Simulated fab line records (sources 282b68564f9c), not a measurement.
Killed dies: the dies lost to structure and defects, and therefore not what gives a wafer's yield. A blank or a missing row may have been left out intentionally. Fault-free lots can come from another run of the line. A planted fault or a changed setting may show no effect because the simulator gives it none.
A lot that was struck, set against a sound lot ; flow rit_cmos ; 17 out of 202 route steps
Sound: wafers L463.4, L463.5, L463.6. Wafers L469.3, L469.4, L469.5 were the ones struck. The cause is named last.
For every step that has rows: the tool of each side, followed by ch and its chambers, followed by its first start. Under that, the readings that differ: sound wafers ; struck wafers ; difference of the means ; sigmas: that difference in standard deviations of wafers without a fault.
alike: readings whose means differ by less than 2 such deviations, and words and numbers that are the same on both sides. not compared: withheld readings, readings that some wafer has no value for, bounds like >300 that may hide the same value, and numbers for which the record gives no deviation and whose values overlap.
Wherever a step has rows on one side only, a row that says differs or no value, or a row with sigmas, the two part there. When numbers do not overlap yet have no deviation, they are printed without sigmas and do not part them. Lack of a reading on every wafer of one side parts them only where that side has two or more wafers.

first, 2 steps without rows for these wafers: RIT_NRETRO_HARDBAKE_07 (time 120 s); RIT_NRETRO_IMPLANT_08.
RIT_NRETRO_STRIP_09: strips in O2, time 180 s.
  sound on plasma_asher-01 ch 0,1, day 4 07:08; struck on plasma_asher-03 ch 0,1, day 5 10:53
  alike: drypump_motor_current_A
  not compared: rf_hours_counter_h
RIT_NRETRO_TW_MEAS_10:
  sound on film_metro-03, day 4 07:17; struck on film_metro-02, day 5 11:02
  alike: NRETRO_TW
then, 6 steps without rows for these wafers: RIT_PRETRO_HMDS_00 (prime time 60 s); RIT_PRETRO_COAT_01 (resist thk 1300 nm); RIT_PRETRO_SOFTBAKE_02 (time 60 s); RIT_PRETRO_EXPOSE_03 (exposes mask M5, target cd 43700 nm); RIT_PRETRO_PEB_04; RIT_PRETRO_DEVELOP_05 (develop time 66.59 s).
RIT_PRETRO_OVL_MEAS_06:
  sound on overlay-01, day 4 08:13; struck on overlay-01, day 5 11:58
  alike: PRETRO_OVL
then, 1 step without rows for these wafers: RIT_PRETRO_HARDBAKE_07 (time 120 s).
RIT_PRETRO_IMPLANT_08:
  sound on implanter-01 ch 0, day 4 08:33; struck on implanter-01 ch 0, day 5 12:17
reading;sound;struck;difference;sigmas
beam_on_s (s);10.07 9.71 10.16;12.07 12.28 12.14;+2.18;+11
end_station_pressure_torr (Torr);5.33e-06 4.54e-06 5.78e-06;8.305e-05 9.463e-05 9.917e-05;+8.707e-05;+99 or more
faraday_current_uA;37.7 39.2 37.5;31.8 31.3 31.8;-6.5;-9
RIT_PRETRO_STRIP_09: strips in O2, time 180 s.
  sound on plasma_asher-02 ch 0,1, day 4 08:41; struck on plasma_asher-03 ch 0,1, day 5 12:26
  alike: drypump_motor_current_A
  not compared: rf_hours_counter_h
RIT_PRETRO_TW_MEAS_10:
  sound on film_metro-01, day 4 08:50; struck on film_metro-03, day 5 12:35
reading;sound;struck;difference;sigmas
PRETRO_TW;481 481 481;506 503 505;+24;+6
then, 1 step without rows for these wafers: RIT_GATE_WET_ETCH_00 (etches SiO2 in BOE, target depth 56 nm, time 60 s).
RIT_M1_PROBE_99:
  sound on prober-01, day 5 14:14; struck on prober-01, day 6 16:38
reading;sound;struck;difference;sigmas
killed_at_contacts;0 0 1;0 0 0;+0;-2
model.etest.nmos_0p3.r_on_ohm_um;2124 2105 2148;2240 2202 2242;+102;
model.etest.nmos_turned.drive_ua_um;342.2 338.9 328.9;305.8 327.1 303.8;-24.4;
model.etest.nmos_0p15.drive_ua_um;470.8 472.5 467.3;448.2 462.8 448.8;-16.9;
model.etest.nmos_0p3.drive_ua_um;228.2 229.5 226.9;210.2 214 211.8;-16.2;
model.etest.nmos_narrow.drive_ua_um;228.7 226.3 225.3;211 214.1 210.1;-15;
model.etest.nmos_0p15.off_log10_a_um;-9.981 -10.13 -10.18;-10.56 -10.4 -10.67;-0.45;
model.etest.retro_edge_nmos.off_log10_a_um;-9.81 -10.01 -10.15;-10.44 -10.39 -10.56;-0.47;
model.etest.diode_nplus_pwell.bv_v (V);5.915 5.997 5.93;5.783 5.782 5.735;-0.181;
  alike: killed_at_front_end, killed_dies, killed_open, killed_short

== WHERE THEY PART ==
Last at RIT_M1_PROBE_99 as far as this record goes, first at RIT_PRETRO_IMPLANT_08.

WHY: whatever the simulator had introduced
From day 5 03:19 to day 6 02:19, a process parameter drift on implanter-01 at RIT_PRETRO_IMPLANT_08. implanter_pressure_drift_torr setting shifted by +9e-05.
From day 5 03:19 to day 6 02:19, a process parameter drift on implanter-01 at RIT_PRETRO_IMPLANT_08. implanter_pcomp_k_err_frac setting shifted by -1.
